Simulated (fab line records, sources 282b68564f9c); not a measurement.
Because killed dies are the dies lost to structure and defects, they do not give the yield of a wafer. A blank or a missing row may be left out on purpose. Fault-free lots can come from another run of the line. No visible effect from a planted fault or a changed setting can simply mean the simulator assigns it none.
fab line records	flow rit_cmos
record lots=5	wafers=23
route steps=202 shown SDANNEAL@153 PLDD@159 SILICIDE@161 CONTACT@179 M1@188
start_h: hours from the record's first day to the start of the lot's first wafer shown	wait_h: how many hours have passed since the lot's step before this one	" same as the row above	L1.1+2: one row covering several wafers at once	- no value, or no start was given	* or withheld: withheld	< > ~ a bound
route shown NAME@n: NAME is a module with steps in the file, n the number in the route of the first one	usual: average and standard deviation across the fault-free wafers	same: alike in all rows	chamber/n: place in a boat	sites: the reading at each site	_std_site: the values' standard deviation	_edge_site: outer sites' mean less inner sites'	radius_mm: for every site, how far away it sits from the centre of the wafer	mask NAME#n: copy n	behind: tool/chamber where the wafer was last shaped	hold: why the lot went on hold/how many hours it stayed there/how the hold came to an end	device: the n, p or np transistor that did not switch	end of line: the route-end tests of the same wafers	a step without rows: its recipe alone	killed: dies that structure and defects cost at the first sort, which is not the same as the wafer's yield	map: the dies of a wafer, with x for killed, . for not killed, _ for no die there
set.NAME: the setting that was run; set.NAME@STEP: the one run at that earlier step	model.NAME: the simulator's own value behind a step, which no gauge read
one table per step and one row per wafer, for lots whose settings were changed on purpose
## steps
# step RIT_SDANNEAL_CLEAN_00
# recipe chemistry=SC1	mix=3:3:50	time_s=600	temp_c=75
lot.wafer	tool	chamber	start_h	wait_h	set.temp_c
L074.1+2+3+4+5	-	-	-	0.1	75
L077.1+2+3+4+6	-	-	-	0.1	71.74
L078.1+3+4+5+6	-	-	-	0.1	78.42
L082.1+4+6	wet_bench-02	3	103.69	0.1	75
L083.1+3+4+5+6	-	-	-	0.1	77.54
# step RIT_SDANNEAL_CLEAN_01
# recipe chemistry=dHF	dilution=50:1	time_s=30
# step RIT_SDANNEAL_CLEAN_02
# recipe chemistry=SC2	mix=3:3:50	time_s=600	temp_c=75	dry=n2_spin
# step RIT_SDANNEAL_RS_MEAS_06
# recipe thk_meas_gauge=four-point-probe
# usual PLDD_RS=178.8/0.5
lot.wafer	tool	chamber	start_h	wait_h	set.dose_cm2@PLDD_IMPLANT_08	PLDD_RS[ohm/sq]
L074.1	film_metro-02	-	53.66	0.1	8.331e+14	186.4
L074.2	"	-	"	"	9e+14	179.1
L074.3	"	-	"	"	8.331e+14	186.7
L074.4	"	-	"	"	9e+14	179.2
L074.5	"	-	"	"	9e+14	179.2
L077.1	film_metro-01	-	77.35	0.1	9e+14	178.8
L077.2	"	-	"	"	9e+14	178.9
L077.3	"	-	"	"	9e+14	178.8
L077.4	"	-	"	"	9e+14	178.4
L077.6	"	-	"	"	9e+14	178.9
L078.1	film_metro-02	-	80.89	0.1	9e+14	179.1
L078.3	"	-	"	"	9e+14	179.4
L078.4	"	-	"	"	9e+14	179.0
L078.5	"	-	"	"	9e+14	179.0
L078.6	"	-	"	"	9e+14	178.7
L082.1	film_metro-02	-	104.35	0.1	9e+14	178.8
L082.4	"	-	"	"	9e+14	178.6
L082.6	"	-	"	"	9e+14	178.8
L083.1	film_metro-03	-	111.89	0.1	9.22e+14	175.9
L083.3	"	-	"	"	9e+14	178.9
L083.4	"	-	"	"	9.22e+14	176.4
L083.5	"	-	"	"	9e+14	178.5
L083.6	"	-	"	"	9.22e+14	176.1
# step RIT_SILICIDE_WET_ETCH_00
# recipe chemistry=BOE	target=SiO2	target_depth_nm=14	time_s=15	dry=n2_spin	dilution=10:1	temp_c=21.5
lot.wafer	tool	chamber	start_h	wait_h	set.time_s	model.Si3N4_of_SPACER_CVD_03.thk_nm
L074.1	-	-	-	0.1	15	194.5
L074.2	"	-	"	"	15	194.8
L074.3	"	-	"	"	15	195.6
L074.4	"	-	"	"	15	196.7
L074.5	"	-	"	"	15	194.4
L077.1	-	-	-	0.1	13.36	190.7
L077.2	"	-	"	"	13.36	189.1
L077.3	"	-	"	"	13.36	188.7
L077.4	"	-	"	"	13.36	189.3
L077.6	"	-	"	"	13.36	192.2
L078.1	-	-	-	0.1	15	199.3
L078.3	"	-	"	"	15	198
L078.4	"	-	"	"	15	198.4
L078.5	"	-	"	"	15	198.3
L078.6	"	-	"	"	15	200.2
L082.1	wet_bench-04	1	104.59	0.1	15	195.8
L082.4	"	1	"	"	15	197.1
L082.6	"	1	"	"	15	199.1
L083.1	-	-	-	0.1	13.22	183.8
L083.3	"	-	"	"	13.22	186.2
L083.4	"	-	"	"	13.22	184.7
L083.5	"	-	"	"	13.22	184.1
L083.6	"	-	"	"	13.22	185.8
# step RIT_CONTACT_ETCH_11
# recipe target_depth_a=4800	over_etch_frac=0.2	stop_on=TiSi2	chemistry=CHF3/CF4/Ar	target=SiO2	CHF3_flow_sccm=50	cf4_flow_sccm=10	Ar_flow_sccm=100	O2_flow_sccm=5	pressure_mtorr=100	rf_w=200	time_s=320
lot.wafer	tool	chamber	start_h	wait_h	set.time_s	model.NOVOLAK_of_CONTACT_COAT_03.thk_nm
L074.1	rie_diel-03	0	55.81	0.1	320	766.2
L074.2	"	1	"	"	298.4	774.3
L074.3	"	3	"	"	320	766.8
L074.4	"	2	"	"	298.4	774.5
L074.5	"	3	"	"	320	765.7
L077.1	rie_diel-02	1	79.80	0.1	273.8	783.7
L077.2	"	0	"	"	273.8	782.2
L077.3	"	2	"	"	320	763.5
L077.4	"	3	"	"	320	765.6
L077.6	"	1	"	"	273.8	787.2
L078.1	rie_diel-03	1	83.03	0.1	320	766.9
L078.3	"	0	"	"	320	764.4
L078.4	"	3	"	"	320	767.6
L078.5	"	2	"	"	320	765.2
L078.6	"	3	"	"	320	764
L082.1	rie_diel-04	3	106.49	0.1	320	768
L082.4	"	0	"	"	320	767
L082.6	"	1	"	"	320	764
L083.1	rie_diel-03	0	114.09	0.1	320	768.2
L083.3	"	1	"	"	279.6	779.7
L083.4	"	2	"	"	279.6	782.1
L083.5	"	1	"	"	279.6	781.5
L083.6	"	0	"	"	320	767.6
# step RIT_M1_COAT_04
# recipe resist=NOVOLAK	spin_rpm=2000	resist_thk_nm=1300
lot.wafer	tool	chamber	start_h	wait_h	set.spin_rpm	model.NOVOLAK_of_M1_COAT_04.thk_nm
L074.1	litho_track-02	0	57.33	0.1	2057	1291
L074.2	"	0	"	"	2057	1294
L074.3	"	0	"	"	2000	1310
L074.4	"	0	"	"	2000	1307
L074.5	"	0	"	"	2000	1306
L077.1	litho_track-04	0	81.27	0.1	2139	1254
L077.2	"	0	"	"	2000	1295
L077.3	"	0	"	"	2139	1251
L077.4+6	"	0	"	"	2000	1292
L078.1+4	litho_track-02	0	84.50	0.1	1962	1317
L078.3	"	0	"	"	2000	1301
L078.5	"	0	"	"	1962	1318
L078.6	"	0	"	"	2000	1305
L082.1	litho_track-04	0	107.97	0.1	2000	1290
L082.4	"	0	"	"	2000	1296
L082.6	"	0	"	"	2000	1295
L083.1	litho_track-01	0	115.57	0.1	2000	1298
L083.3+5	"	0	"	"	1957	1313
L083.4	"	0	"	"	2000	1295
L083.6	"	0	"	"	1957	1308
# step RIT_M1_SOFTBAKE_05
# recipe resist=NOVOLAK	temp_c=89.25	time_s=60
# step RIT_M1_EXPOSE_06
# recipe mask_id=M12	na=0.6	source_shape=conventional	sigma_outer=0.5	target_cd_nm=2600	dose_mj=250
# step RIT_M1_HARDBAKE_11
# recipe resist=NOVOLAK	temp_c=140	time_s=120
lot.wafer	tool	chamber	start_h	wait_h	set.spin_rpm@M1_COAT_04	model.NOVOLAK_of_M1_COAT_04.thk_nm
L074.1	litho_track-04	0	58.34	0.0	2057	1129
L074.2	"	0	"	"	2057	1131
L074.3	"	0	"	"	2000	1145
L074.4	"	0	"	"	2000	1143
L074.5	"	0	"	"	2000	1142
L077.1	litho_track-04	0	82.28	0.0	2139	1097
L077.2	"	0	"	"	2000	1133
L077.3	"	0	"	"	2139	1094
L077.4+6	"	0	"	"	2000	1130
L078.1	litho_track-02	0	85.55	0.0	1962	1152
L078.3	"	0	"	"	2000	1138
L078.4	"	0	"	"	1962	1151
L078.5	"	0	"	"	1962	1153
L078.6	"	0	"	"	2000	1141
L082.1	litho_track-02	0	108.93	0.1	2000	1129
L082.4	"	0	"	"	2000	1134
L082.6	"	0	"	"	2000	1132
L083.1	litho_track-01	0	116.47	0.0	2000	1135
L083.3+5	"	0	"	"	1957	1148
L083.4	"	0	"	"	2000	1133
L083.6	"	0	"	"	1957	1144
# step RIT_M1_METAL_ETCH_12
# recipe stop_on=SiO2	chemistry=Cl2/BCl3	target=Al	time_s=165	over_etch_frac=0.5	pressure_mtorr=100	target_depth_a=6000	rf_w=250	Cl2_flow_sccm=60	bcl3_flow_sccm=50
lot.wafer	tool	chamber	start_h	wait_h	set.rf_w	set.spin_rpm@M1_COAT_04	model.NOVOLAK_of_M1_COAT_04.thk_nm
L074.1	rie_metal-02	0	58.59	0.2	233	2057	825.6
L074.2	"	1	"	"	250	2057	808.3
L074.3	"	1	"	"	250	2000	823.4
L074.4	"	0	"	"	233	2000	838
L074.5	"	0	"	"	233	2000	836.5
L077.1	rie_metal-02	1	82.53	0.2	250	2139	773.9
L077.2	"	0	"	"	221.5	2000	843.3
L077.3	"	1	"	"	221.5	2139	810.9
L077.4	"	0	"	"	250	2000	801.3
L077.6	"	0	"	"	250	2000	805.3
L078.1	rie_metal-03	0	85.80	0.2	250	1962	826.8
L078.3	"	1	"	"	250	2000	815.4
L078.4	"	0	"	"	250	1962	825.5
L078.5	"	0	"	"	250	1962	828.5
L078.6	"	1	"	"	250	2000	817.3
L082.1	rie_metal-04	0	109.18	0.2	250	2000	805.6
L082.4	"	1	"	"	250	2000	805.8
L082.6	"	0	"	"	250	2000	806
L083.1	rie_metal-02	0	116.72	0.2	250	2000	805
L083.3	"	0	"	"	250	1957	817.1
L083.4	"	1	"	"	250	2000	806.7
L083.5	"	0	"	"	250	1957	817.3
L083.6	"	1	"	"	250	1957	820.6
## key
split step=RIT_SDANNEAL_CLEAN_00	setting=temp_c	stated=75	by=lot
response none clear
split step=RIT_SILICIDE_WET_ETCH_00	setting=time_s	stated=15	by=lot
response step=RIT_SILICIDE_WET_ETCH_00	reading=model.Si3N4_of_SPACER_CVD_03.thk_nm	change=+0.859	per=1%	r=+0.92
split step=RIT_CONTACT_ETCH_11	setting=time_s	stated=320	by=wafer
response step=RIT_CONTACT_ETCH_11	reading=model.NOVOLAK_of_CONTACT_COAT_03.thk_nm	change=-1.23	per=1%	r=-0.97
split step=RIT_M1_COAT_04	setting=spin_rpm	stated=2000	by=wafer
response step=RIT_M1_COAT_04	reading=model.NOVOLAK_of_M1_COAT_04.thk_nm	change=-5.97	per=1%	r=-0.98
response step=RIT_M1_HARDBAKE_11	reading=model.NOVOLAK_of_M1_COAT_04.thk_nm	change=-5.15	per=1%	r=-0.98
response step=RIT_M1_METAL_ETCH_12	reading=model.NOVOLAK_of_M1_COAT_04.thk_nm	slope=-4.51	per=1%	together_with=rf_w@M1_METAL_ETCH_12	explained=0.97
split step=RIT_M1_METAL_ETCH_12	setting=rf_w	stated=250	by=wafer
response step=RIT_M1_METAL_ETCH_12	reading=model.NOVOLAK_of_M1_COAT_04.thk_nm	slope=-3.11	per=1%	together_with=spin_rpm@M1_COAT_04	explained=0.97
split outside_this_file step=RIT_PLDD_IMPLANT_08 setting=dose_cm2
# split outside_this_file: this setting was split too, and the file shows its column; the key of that split is in another file
